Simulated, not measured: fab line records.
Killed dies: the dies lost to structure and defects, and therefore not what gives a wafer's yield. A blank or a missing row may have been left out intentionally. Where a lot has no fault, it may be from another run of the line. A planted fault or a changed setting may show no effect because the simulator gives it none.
Which tool was responsible? | flow berkeley-cmos170 | Sampling: 13 lots, 39 wafers, 5 of 331 route steps

WHAT THE GAUGES SHOWED, per wafer
UCB170_NWELL_TW_MEAS_16. Usual: NWELL_TW typically reads 1246, with standard deviation 12.
lot  | measured    | on            | NWELL_TW       | flag
L909 | day 2 10:12 | film-metro-02 | 1227 1220 1229 |
L910 | day 3 00:45 | film-metro-01 | 1251 1255 1257 |
L913 | day 3 14:47 | film-metro-01 | 1254 1254 1247 |
L914 | day 4 01:30 | film-metro-01 | 1240 1244 1246 |
L916 | day 4 09:26 | film-metro-03 | 1256 1260 1258 |
L919 | day 4 19:21 | film-metro-03 | 1255 1262 1262 |
L921 | day 5 03:58 | film-metro-01 | 1254 1255 1253 |
L922 | day 5 09:12 | film-metro-01 | 1253 1247 1260 |
L929 | day 6 18:50 | film-metro-01 | 1263 1262 1263 |
L928 | day 6 19:04 | film-metro-01 | 1259 1261 1262 |
L930 | day 7 03:23 | film-metro-02 | 1230 1227 1237 |
L931 | day 7 03:39 | film-metro-02 | 1219 1224 1229 |
L932 | day 7 12:09 | film-metro-03 | 1256 1258 1252 |

UCB170_ACTIVE_CD_MEAS_13 targets a cd of 1200 nm. Usual: cd-nm 1200.0 nm, standard deviation 1.6.
lot  | measured     | on        | cd-nm (nm)           | flag
L909 | day 5 01:49  | cd-sem-01 | 1198.8 1200.3 1201.0 |
L910 | day 5 08:25  | cd-sem-01 | 1203.4 1202.1 1199.6 |
L913 | day 6 02:26  | cd-sem-02 | 1200.3 1199.5 1200.2 |
L914 | day 6 11:06  | cd-sem-02 | 1197.3 1198.5 1198.6 |
L916 | day 6 17:55  | cd-sem-02 | 1198.4 1199.6 1197.3 |
L919 | day 7 12:19  | cd-sem-01 | 1198.8 1198.7 1199.4 |
L921 | day 7 12:14  | cd-sem-01 | 1200.9 1202.1 1201.2 |
L922 | day 7 12:01  | cd-sem-01 | 1381.0 1379.7 1380.4 | OFF
L929 | day 9 14:07  | cd-sem-02 | 1198.9 1200.7 1200.7 |
L928 | day 9 13:52  | cd-sem-01 | 1202.4 1201.7 1202.2 |
L930 | day 10 03:37 | cd-sem-02 | 1200.1 1201.3 1201.8 |
L931 | day 10 03:57 | cd-sem-01 | 1199.9 1199.3 1200.3 |
L932 | day 10 03:44 | cd-sem-01 | 1199.2 1199.6 1199.9 |

EACH LOT AND THE TOOL THAT RAN IT (in order: tool; ch and the chambers of the sampled wafers; start)
lot  | UCB170_NWELL_ETCH_13              | UCB170_NWELL_STRIP_15               | UCB170_ACTIVE_EXPOSE_10
L909 | rie-diel-04 ch 2,3, day 2 09:51   | plasma-asher-02 ch 0,1, day 2 10:06 | krf-scanner-02 ch 0, day 5 01:25
L910 | rie-diel-01 ch 1,2,3, day 3 00:23 | plasma-asher-02 ch 0,1, day 3 00:39 | krf-scanner-02 ch 0, day 5 07:40
L913 | rie-diel-02 ch 0,3, day 3 14:26   | plasma-asher-01 ch 0,1, day 3 14:41 | krf-scanner-01 ch 0, day 6 02:03
L914 | rie-diel-01 ch 1,3, day 4 01:08   | plasma-asher-01 ch 0,1, day 4 01:23 | krf-scanner-01 ch 0, day 6 10:40
L916 | rie-diel-02 ch 0,1,3, day 4 09:05 | plasma-asher-01 ch 0,1, day 4 09:20 | krf-scanner-01 ch 0, day 6 17:31
L919 | rie-diel-01 ch 0,2, day 4 19:00   | plasma-asher-02 ch 0,1, day 4 19:15 | krf-scanner-01 ch 0, day 7 11:55
L921 | rie-diel-04 ch 2,3, day 5 03:35   | plasma-asher-04 ch 0,1, day 5 03:52 | krf-scanner-01 ch 0, day 7 11:51
L922 | rie-diel-01 ch 0,1,3, day 5 08:49 | plasma-asher-04 ch 0,1, day 5 09:06 | krf-scanner-02 ch 0, day 7 11:38
L929 | rie-diel-02 ch 0,1, day 6 18:28   | plasma-asher-04 ch 0,1, day 6 18:43 | krf-scanner-01 ch 0, day 9 13:44
L928 | rie-diel-04 ch 1,2,3, day 6 18:43 | plasma-asher-02 ch 0,1, day 6 18:58 | krf-scanner-02 ch 0, day 9 13:28
L930 | rie-diel-01 ch 0,3, day 7 03:02   | plasma-asher-01 ch 0,1, day 7 03:17 | krf-scanner-01 ch 0, day 10 03:13
L931 | rie-diel-02 ch 0,1,2, day 7 03:19 | plasma-asher-04 ch 0,1, day 7 03:34 | krf-scanner-01 ch 0, day 10 03:31
L932 | rie-diel-01 ch 0,1,2, day 7 11:46 | plasma-asher-01 ch 0,1, day 7 12:01 | krf-scanner-01 ch 0, day 10 03:20
- UCB170_NWELL_ETCH_13: etches Si3N4 in CH3F/Ar/O2, stops on SiO2, target depth 246.4 nm, time 154 s.
- UCB170_NWELL_STRIP_15: strips in O2.
- UCB170_ACTIVE_EXPOSE_10: exposes mask ACTIVE, target cd 1200 nm.

AS READ BY THE TOOLS THEMSELVES (means over the sampled wafers that have a number; for cases with no such wafer, the mark the record gives instead)
UCB170_NWELL_ETCH_13. Usual: CH3F_flow_sccm 20.00 sccm, standard deviation 0.062; O2_flow_sccm 7.003 sccm, standard deviation 0.021; drypump-motor-current-A 5.6 A, standard deviation 0.37; oes-product-au 0.939 a.u., standard deviation 0.014; throttle-valve-pct 8.02 %, standard deviation 0.17.
lot  | tool        | CH3F_flow_sccm (sccm) | O2_flow_sccm (sccm) | drypump-motor-current-A (A) | oes-product-au (a.u.) | throttle-valve-pct (%) | flag
L909 | rie-diel-04 | 20.00                 | 7.013               | 5.7                         | 0.934                 | 8.21                   |
L910 | rie-diel-01 | 20.04                 | 6.985               | 5.8                         | 0.945                 | 7.88                   |
L913 | rie-diel-02 | 19.93                 | 7.027               | 5.4                         | 0.924                 | 8.14                   |
L914 | rie-diel-01 | 19.96                 | 6.991               | 6.0                         | 0.948                 | 7.95                   |
L916 | rie-diel-02 | 20.02                 | 7.002               | 5.4                         | 0.926                 | 8.08                   |
L919 | rie-diel-01 | 20.09                 | 7.010               | 5.2                         | 0.936                 | 7.93                   |
L921 | rie-diel-04 | 20.10                 | 6.993               | 5.7                         | 0.936                 | 8.20                   |
L922 | rie-diel-01 | 19.99                 | 6.975               | 5.6                         | 0.945                 | 8.04                   |
L929 | rie-diel-02 | 19.96                 | 6.993               | 5.4                         | 0.940                 | 8.02                   |
L928 | rie-diel-04 | 20.01                 | 6.997               | 5.8                         | 0.940                 | 8.09                   |
L930 | rie-diel-01 | 19.97                 | 7.006               | 5.4                         | 0.950                 | 8.17                   |
L931 | rie-diel-02 | 20.03                 | 7.008               | 5.4                         | 0.942                 | 7.98                   |
L932 | rie-diel-01 | 19.95                 | 7.012               | 5.4                         | 0.952                 | 7.97                   |

UCB170_NWELL_STRIP_15. Usual: drypump-motor-current-A 5.5 A, standard deviation 0.6; oes-product-au 0.721 a.u., standard deviation 0.0044; strip-time-to-endpoint-s 18.12 s, standard deviation 0.067.
lot  | tool            | drypump-motor-current-A (A) | oes-product-au (a.u.) | strip-time-to-endpoint-s (s) | flag
L909 | plasma-asher-02 | 5.0                         | 0.720                 | 18.11                        |
L910 | plasma-asher-02 | 5.0                         | 0.718                 | 18.16                        |
L913 | plasma-asher-01 | 5.4                         | 0.718                 | 18.07                        |
L914 | plasma-asher-01 | 5.3                         | 0.721                 | 18.00                        |
L916 | plasma-asher-01 | 5.8                         | 0.721                 | 18.09                        |
L919 | plasma-asher-02 | 5.0                         | 0.721                 | 18.17                        |
L921 | plasma-asher-04 | 6.3                         | 0.719                 | 18.05                        |
L922 | plasma-asher-04 | 6.0                         | 0.719                 | 18.07                        |
L929 | plasma-asher-04 | 6.2                         | 0.722                 | 18.10                        |
L928 | plasma-asher-02 | 5.0                         | 0.722                 | 18.17                        |
L930 | plasma-asher-01 | 5.4                         | 0.719                 | 18.11                        |
L931 | plasma-asher-04 | 6.2                         | 0.715                 | 18.10                        |
L932 | plasma-asher-01 | 5.8                         | 0.718                 | 18.09                        |

THE ANSWER, worked out from the rows above alone
Rule: lot off if the mean of its wafers having a number is beyond 3 standard deviations from the usual mean. Also off: a lot with no number at a reading for which 4 or more lots have one. All remaining lots with rows at the step are treated as sound. First the gauges in route order, then the tools' own readings, where a lot's mean is used as printed above. The first step at which some lot is off is used, and at that step the reading that is off furthest; a lot without a number counts as furthest.
Off: L922 (UCB170_ACTIVE_CD_MEAS_13, cd-nm).
A tool fits if, at a process step before that reading, it ran every lot that is off, and no sound lot after the first of them. The gauges at UCB170_ACTIVE_CD_MEAS_13 are tried like those tools. No candidate that was tried fits.

WHAT THE SIMULATOR HAD PUT IN
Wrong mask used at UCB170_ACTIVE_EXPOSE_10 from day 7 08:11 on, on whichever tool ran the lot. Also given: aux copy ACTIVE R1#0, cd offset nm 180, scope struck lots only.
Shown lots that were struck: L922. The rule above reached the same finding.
